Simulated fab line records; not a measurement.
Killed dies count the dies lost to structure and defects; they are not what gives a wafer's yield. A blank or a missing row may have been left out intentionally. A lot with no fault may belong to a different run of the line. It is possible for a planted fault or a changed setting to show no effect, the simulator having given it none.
Which of the tools did it? | flow berkeley-cmos170 | 6 lots with 18 wafers sampled at 2 steps, on a route of 331 steps

## WHAT THE GAUGES READ, wafer by wafer
UCB170_PWELL_THK_MEAS_06.
lot  | measured    | on            | PWELL_NITRIDE_THK (nm)
L422 | day 3 14:16 | film-metro-01 | 222.5 222.7 221.9
L432 | day 5 23:31 | film-metro-02 | 220.5 218.8 222.6
L434 | day 6 16:54 | film-metro-01 | 220.0 220.8 221.3
L436 | day 7 00:27 | film-metro-02 | 220.8 223.1 222.7
L440 | day 7 21:41 | film-metro-01 | 218.1 217.8 219.8
L442 | day 8 03:42 | film-metro-03 | 220.2 220.1 219.3

## EACH LOT AND THE TOOL THAT RAN IT (in order: tool; ch and the chambers of the sampled wafers; start)
lot  | UCB170_PWELL_CVD_05
L422 | lpcvd-02 ch 1, day 3 12:21
L432 | lpcvd-02 ch 0, day 5 21:36
L434 | lpcvd-02 ch 0, day 6 14:59
L436 | lpcvd-02 ch 0, day 6 22:31
L440 | lpcvd-02 ch 1, day 7 19:45
L442 | lpcvd-02 ch 1, day 8 01:45
- UCB170_PWELL_CVD_05: deposits Si3N4 from SiH2Cl2/NH3, target thk 220 nm, time 3300 s.

## THE ANSWER, worked out from the rows above alone
Rule: the usual values come from the lots themselves. Put in order of their means at a reading, lots are off if they are a third of the lots or fewer, leave a main group of 4 or more, and stand apart from it by a gap of 3 or more times the standard deviation of the main group's means; of several such gaps the widest counts. Not used: any main group whose means are identical at the precision the tables above print for the reading. A lot without any number at a reading at which 4 lots or more have one is off too. Where the step has rows for the other lots, those lots are counted as sound.
None of the lots is off at any reading shown; this tells nothing.

## WHAT HAD BEEN PUT IN BY THE SIMULATOR
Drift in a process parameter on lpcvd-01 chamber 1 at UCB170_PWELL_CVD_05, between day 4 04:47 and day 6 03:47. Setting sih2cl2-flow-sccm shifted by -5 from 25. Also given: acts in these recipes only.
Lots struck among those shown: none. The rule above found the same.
